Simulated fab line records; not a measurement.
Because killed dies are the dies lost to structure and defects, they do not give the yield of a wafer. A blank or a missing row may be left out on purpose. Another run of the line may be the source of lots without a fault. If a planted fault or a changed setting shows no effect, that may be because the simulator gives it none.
8D (eight disciplines) problem report, filled in by code | flow berkeleyCmos170 | the parts of the form that need people (team, actions taken, sign-off) are left out

## 1. THE ISSUE
NLDD_TW at UCB170_NLDD_TW_MEAS_11 reads a mean of 2378 on 6 wafers of 2 lots; wafers without a fault read 2213 with a standard deviation of 12. Relative to the usual mean, that is a shift of +14 standard deviations.
Seen first at day 10 07:11 on filmMetro-04, wafer L647.3. The record has a number at this step for 42 wafers belonging to 14 lots. By rule, "out" or "out of limits" means more than 4 standard deviations away from the usual mean. All remaining wafers that have a number are taken as sound.

## 2. WHAT IT IS, AND WHAT IT ISN'T
question                    | is                         | is not
which readings at this step | NLDD_TW                    | -
which lots                  | L647, L649                 | L627, L629, L630, L631, L632, L634, L635, L636, L637, L638, L639, L644
which wafers of those lots  | all that have a number     | -
read on which gauges        | filmMetro-03, filmMetro-04 | filmMetro-01
when                        | from day 10 07:11          | up to then (36 sound wafers)

## 3. WHAT RULES OUT EACH SUSPECT
Counting: any tool at a process step up to the reading is kept as a suspect provided that every lot that is out went through it and no sound lot did after the first of them.
- ruled out: the gauge at UCB170_NLDD_TW_MEAS_11. 2 gauges (filmMetro-03, filmMetro-04) read the wafers that are out.
- implanter-03 at UCB170_NLDD_IMPLANT_08: kept. Every lot that is out went through it, starting with L647 (day 10 06:49), and after that it ran no sound lot; the last sound lot it ran before then is L638 (day 8 18:56). Its own readings are out on those wafers: doseIonsCm2, faradayCurrentUA.
Remaining after the count: implanter-03 at UCB170_NLDD_IMPLANT_08.

## 4. THE CAUSE (what the simulator had put in)
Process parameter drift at UCB170_NLDD_IMPLANT_08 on implanter-03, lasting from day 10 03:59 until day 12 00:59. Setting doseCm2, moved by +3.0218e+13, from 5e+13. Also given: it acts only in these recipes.
This tool alone remained once counting was done.

## 5. SEQUENCE OF EFFECTS, ordered by route
One row per reading whose mean, taken over the struck wafers that have a number, lies over 3 standard deviations from the usual. Only readings whose record carries a usual standard deviation are examined. hours: median over the lots of the time between each lot's start at the first step of this table that gives one and its start at this step. sigmas: the change, counted in usual standard deviations.
hours | step                       | reading          | usual        | on struck wafers | change     | sigmas
0     | UCB170_NLDD_IMPLANT_08     | doseIonsCm2      | 5.001e+13    | 8.026e+13        | +3.025e+13 | +99 or more
0     | UCB170_NLDD_IMPLANT_08     | faradayCurrentUA | 158          | 252              | +94        | +29
0     | UCB170_NLDD_TW_MEAS_11     | NLDD_TW          | 2213         | 2378             | +165       | +14
11    | UCB170_SDANNEAL_RS_MEAS_05 | NLDD_RS          | 616.1 ohm/sq | 513.6            | -102.5     | -73
It contains these process steps:
- UCB170_NLDD_IMPLANT_08

## 6. WHAT WOULD HAVE CAUGHT IT SOONER
Counted from the fault's start at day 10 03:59, it took 3 hours until the first out-of-limits reading at a measuring or inspecting step in this record, taken at day 10 07:11.
The tool's own readings at UCB170_NLDD_IMPLANT_08 were out on every struck wafer that the step has a row for (doseIonsCm2, faradayCurrentUA): an alarm limit on them would have fired on the first of those.
Of the lots that are out (2), L649 began UCB170_NLDD_IMPLANT_08 on implanter-03 after day 10 07:11. A hold on the tool at that time would have spared it.
